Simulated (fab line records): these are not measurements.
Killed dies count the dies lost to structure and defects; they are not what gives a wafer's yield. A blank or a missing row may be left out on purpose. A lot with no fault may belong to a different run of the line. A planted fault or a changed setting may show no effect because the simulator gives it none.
A lot that was struck, set against a sound lot	flow berkeley cmos170	15 out of 331 route steps
Sound: wafers L692.1, L692.4, L692.5. Wafers L700.2, L700.5, L700.6 were the ones struck. The cause is given at the end.
Each step with rows lists, per side, the tool, then ch with its chambers, then its first start. Under that, the readings that differ: sound wafers	struck wafers	difference of the means	sigmas: that difference in standard deviations of wafers without a fault.
alike: a reading whose means differ by less than 2 such deviations, as well as words and numbers matching on both sides. not compared: withheld readings; readings where some wafer has no value; bounds like >300 that might hide an equal value; numbers whose values overlap and for which the record gives no deviation.
The two part at a step that has a row with sigmas, a row that says differs or no value, or rows on one side only. Non-overlapping numbers with no deviation appear without sigmas and do not part them. Lack of a reading on every wafer of one side parts them only where that side has two or more wafers.

UCB170_ACTIVE_OVL_MEAS_14:
  sound on overlay-02, day 4 13:17; struck on overlay-02, day 6 03:49
  alike: ACTIVE_OVL
UCB170_ACTIVE_ETCH_15: etches Si3N4 in CH3F/Ar/O2, stops on SiO2, target depth 242 nm, time 151 s.
  sound on rie diel-04 ch 1,2, day 4 13:19; struck on rie diel-03 ch 1,2, day 6 03:51
  alike: chamber pressure mTorr, drypump motor current A, oes product au, throttle valve pct
  not compared: rf hours counter h
UCB170_ACTIVE_STRIP_16: strips in O2.
  sound on plasma asher-01 ch 0,1, day 4 13:25; struck on plasma asher-02 ch 0,1, day 6 03:57
  alike: chamber pressure mTorr, drypump motor current A, oes product au, strip time to endpoint s
  not compared: rf hours counter h
UCB170_ACTIVE_CD_MEAS_90 targets a cd of 1200 nm.
  sound on cd sem-02, day 4 13:31; struck on cd sem-01, day 6 04:04
  alike: cd nm
then, 7 steps without rows for these wafers: UCB170_ACTIVE_CLEAN_17 (cleans in SPM, time 600 s); UCB170_PFIELD_HMDS_00 (prime time 60 s); UCB170_PFIELD_COAT_01 (resist thk 900 nm); UCB170_PFIELD_SOFTBAKE_02 (time 60 s); UCB170_PFIELD_EXPOSE_03 (exposes mask PFIELD, target cd 1500 nm); UCB170_PFIELD_PEB_04; UCB170_PFIELD_DEVELOP_05 (develop time 45 s).
UCB170_PFIELD_OVL_MEAS_06:
  sound on overlay-01, day 4 18:20; struck on overlay-02, day 6 05:24
  alike: PFIELD_OVL
UCB170_PFIELD_IMPLANT_07:
  sound on implanter-02 ch 0, day 4 18:23; struck on implanter-02 ch 0, day 6 05:27
reading	sound	struck	difference	sigmas
beam energy keV	79.991 79.982 79.982	84.906 84.937 84.949	+4.946	+99 or more
model.implant.rp nm (nm)	268.7 268.7 268.7	272.2 272.2 272.2	+3.5	
model.implant.drp nm (nm)	74.86 74.86 74.86	76.97 76.97 76.97	+2.11	
  alike: end station pressure torr
UCB170_PFIELD_STRIP_08: strips in O2.
  sound on plasma asher-03 ch 1, day 4 18:32; struck on plasma asher-03 ch 0,1, day 6 05:35
reading	sound	struck	difference	sigmas
strip time to endpoint s (s)	21.73 21.76 21.71	21.48 21.47 21.45	-0.27	-3
  alike: chamber pressure mTorr, drypump motor current A, oes product au
  not compared: rf hours counter h
UCB170_M3_PROBE_99:
  rows exist in the record for the sound wafers here (prober-01, day 8 05:48), none for the struck ones

## WHERE THEY PART
Earliest at UCB170_PFIELD_IMPLANT_07; latest, in this record, at UCB170_M3_PROBE_99.

WHY: what had been put in by the simulator
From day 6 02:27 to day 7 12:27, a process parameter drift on implanter-02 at UCB170_PFIELD_IMPLANT_07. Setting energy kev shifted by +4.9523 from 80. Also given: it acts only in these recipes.
